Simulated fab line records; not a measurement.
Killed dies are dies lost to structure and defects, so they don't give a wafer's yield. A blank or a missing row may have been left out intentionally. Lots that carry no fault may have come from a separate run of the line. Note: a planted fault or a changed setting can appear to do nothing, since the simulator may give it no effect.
Split-lot trial :: flow berkeleyCmos170 :: 5 lots, 23 wafers read, on a route of 331 steps

## THE SPLIT ITSELF
At UCB170_ACTIVE_COAT_08 (resist thk 900 nm), the setting spinRpm was moved away from the recipe's 1500 rpm on 7 of the 23 wafers read, by -5.7% to +6.5%. The other wafers ran this setting at the recipe's value.

The split's own step is where the reading is taken.

## THE READING
KrF_of_ACTIVE_COAT_08.thkNm (the simulator's own value, which no gauge read), in nm, at UCB170_ACTIVE_COAT_08 (resist thk 900 nm). No usual value for it is given in the file. The 16 wafers here that ran the recipe average 900.1 nm, standard deviation 2.8 nm.

wafer: L074.1
tool, chamber at the split: lithoTrack-04, 0
spinRpm as run, rpm: 1500
against the recipe: recipe
KrF_of_ACTIVE_COAT_08.thkNm, nm: 899.9
against lot-mates on the recipe: -

wafer: L074.3
tool, chamber at the split: lithoTrack-04, 0
spinRpm as run, rpm: 1415
against the recipe: -5.7%
KrF_of_ACTIVE_COAT_08.thkNm, nm: 924.8
against lot-mates on the recipe: +23.9

wafer: L074.4
tool, chamber at the split: lithoTrack-04, 0
spinRpm as run, rpm: 1500
against the recipe: recipe
KrF_of_ACTIVE_COAT_08.thkNm, nm: 901.8
against lot-mates on the recipe: -

wafer: L074.5
tool, chamber at the split: lithoTrack-04, 0
spinRpm as run, rpm: 1415
against the recipe: -5.7%
KrF_of_ACTIVE_COAT_08.thkNm, nm: 927.8
against lot-mates on the recipe: +26.9

wafer: L074.6
tool, chamber at the split: lithoTrack-04, 0
spinRpm as run, rpm: 1500
against the recipe: recipe
KrF_of_ACTIVE_COAT_08.thkNm, nm: 900.9
against lot-mates on the recipe: -

wafer: L080.1
tool, chamber at the split: lithoTrack-02, 0
spinRpm as run, rpm: 1500
against the recipe: recipe
KrF_of_ACTIVE_COAT_08.thkNm, nm: 903.1
against lot-mates on the recipe: -

wafer: L080.4
tool, chamber at the split: lithoTrack-02, 0
spinRpm as run, rpm: 1500
against the recipe: recipe
KrF_of_ACTIVE_COAT_08.thkNm, nm: 903.1
against lot-mates on the recipe: -

wafer: L080.2
tool, chamber at the split: lithoTrack-02, 0
spinRpm as run, rpm: 1500
against the recipe: recipe
KrF_of_ACTIVE_COAT_08.thkNm, nm: 905
against lot-mates on the recipe: -

wafer: L080.3
tool, chamber at the split: lithoTrack-02, 0
spinRpm as run, rpm: 1500
against the recipe: recipe
KrF_of_ACTIVE_COAT_08.thkNm, nm: 902.9
against lot-mates on the recipe: -

wafer: L080.5
tool, chamber at the split: lithoTrack-02, 0
spinRpm as run, rpm: 1500
against the recipe: recipe
KrF_of_ACTIVE_COAT_08.thkNm, nm: 903.5
against lot-mates on the recipe: -

wafer: L082.2
tool, chamber at the split: lithoTrack-04, 0
spinRpm as run, rpm: 1500
against the recipe: recipe
KrF_of_ACTIVE_COAT_08.thkNm, nm: 897.8
against lot-mates on the recipe: -

wafer: L082.4
tool, chamber at the split: lithoTrack-04, 0
spinRpm as run, rpm: 1500
against the recipe: recipe
KrF_of_ACTIVE_COAT_08.thkNm, nm: 895.9
against lot-mates on the recipe: -

wafer: L082.6
tool, chamber at the split: lithoTrack-04, 0
spinRpm as run, rpm: 1500
against the recipe: recipe
KrF_of_ACTIVE_COAT_08.thkNm, nm: 898.2
against lot-mates on the recipe: -

wafer: L081.1
tool, chamber at the split: lithoTrack-02, 0
spinRpm as run, rpm: 1500
against the recipe: recipe
KrF_of_ACTIVE_COAT_08.thkNm, nm: 899.1
against lot-mates on the recipe: -

wafer: L081.2
tool, chamber at the split: lithoTrack-02, 0
spinRpm as run, rpm: 1500
against the recipe: recipe
KrF_of_ACTIVE_COAT_08.thkNm, nm: 895.4
against lot-mates on the recipe: -

wafer: L081.4
tool, chamber at the split: lithoTrack-02, 0
spinRpm as run, rpm: 1598
against the recipe: +6.5%
KrF_of_ACTIVE_COAT_08.thkNm, nm: 867.4
against lot-mates on the recipe: -29.9

wafer: L081.5
tool, chamber at the split: lithoTrack-02, 0
spinRpm as run, rpm: 1598
against the recipe: +6.5%
KrF_of_ACTIVE_COAT_08.thkNm, nm: 868.3
against lot-mates on the recipe: -29.0

wafer: L081.6
tool, chamber at the split: lithoTrack-02, 0
spinRpm as run, rpm: 1598
against the recipe: +6.5%
KrF_of_ACTIVE_COAT_08.thkNm, nm: 871.1
against lot-mates on the recipe: -26.1

wafer: L083.1
tool, chamber at the split: lithoTrack-02, 0
spinRpm as run, rpm: 1471
against the recipe: -1.9%
KrF_of_ACTIVE_COAT_08.thkNm, nm: 908.3
against lot-mates on the recipe: +10.0

wafer: L083.3
tool, chamber at the split: lithoTrack-02, 0
spinRpm as run, rpm: 1500
against the recipe: recipe
KrF_of_ACTIVE_COAT_08.thkNm, nm: 899.9
against lot-mates on the recipe: -

wafer: L083.4
tool, chamber at the split: lithoTrack-02, 0
spinRpm as run, rpm: 1471
against the recipe: -1.9%
KrF_of_ACTIVE_COAT_08.thkNm, nm: 909.6
against lot-mates on the recipe: +11.3

wafer: L083.5
tool, chamber at the split: lithoTrack-02, 0
spinRpm as run, rpm: 1500
against the recipe: recipe
KrF_of_ACTIVE_COAT_08.thkNm, nm: 898.5
against lot-mates on the recipe: -

wafer: L083.6
tool, chamber at the split: lithoTrack-02, 0
spinRpm as run, rpm: 1500
against the recipe: recipe
KrF_of_ACTIVE_COAT_08.thkNm, nm: 896.6
against lot-mates on the recipe: -

THE FIT
A straight line over all 23 wafers: KrF_of_ACTIVE_COAT_08.thkNm changes by -4.71 nm for each +1% of spinRpm; r = -0.98; the points scatter about the line by 2.6 nm.
The same after taking each lot's own level away (the mean of its wafers on the recipe; 23 wafers): -4.43 nm for each +1%; r = -0.99; scatter 1.4 nm.
On that fit, the largest move of spinRpm shifts the reading by 29 nm.
Measured against the standard deviation above, the lots' own levels, which go from 897.25 to 903.52 nm, span 2.2 times it.
Consequently the slope shifts little with the lot-to-lot level, the two slopes agreeing.
Check: -28.3 nm against its lot-mates is what the line predicts for one of the wafers moved furthest among these (+6.5%) when that wafer is left out of the fit. Against them it came out at -29.9 nm.

## THESE WAFERS: OTHER SPLITS
Note: prior to the reading, these wafers also went through further splits. Each is held against what the fit with the lots' levels taken away leaves over:
other split on the same wafers: UCB170_START_OXIDATION_02 oxTimeS
wafers away from the commonest value: 18
r with KrF_of_ACTIVE_COAT_08.thkNm (lot level and that fit taken away): +0.19

other split on the same wafers: UCB170_NWELL_OXIDATION_01 oxTimeS
wafers away from the commonest value: 15
r with KrF_of_ACTIVE_COAT_08.thkNm (lot level and that fit taken away): -0.04

other split on the same wafers: UCB170_NWELL_IMPLANT_14 energyKev
wafers away from the commonest value: 10
r with KrF_of_ACTIVE_COAT_08.thkNm (lot level and that fit taken away): +0.33

other split on the same wafers: UCB170_PWELL_CVD_05 pressureMtorr
wafers away from the commonest value: 10
r with KrF_of_ACTIVE_COAT_08.thkNm (lot level and that fit taken away): +0.04

## THE FILE'S OWN FIT
KrF_of_ACTIVE_COAT_08.thkNm changes by -4.46 nm for each +1% of spinRpm, r = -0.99.
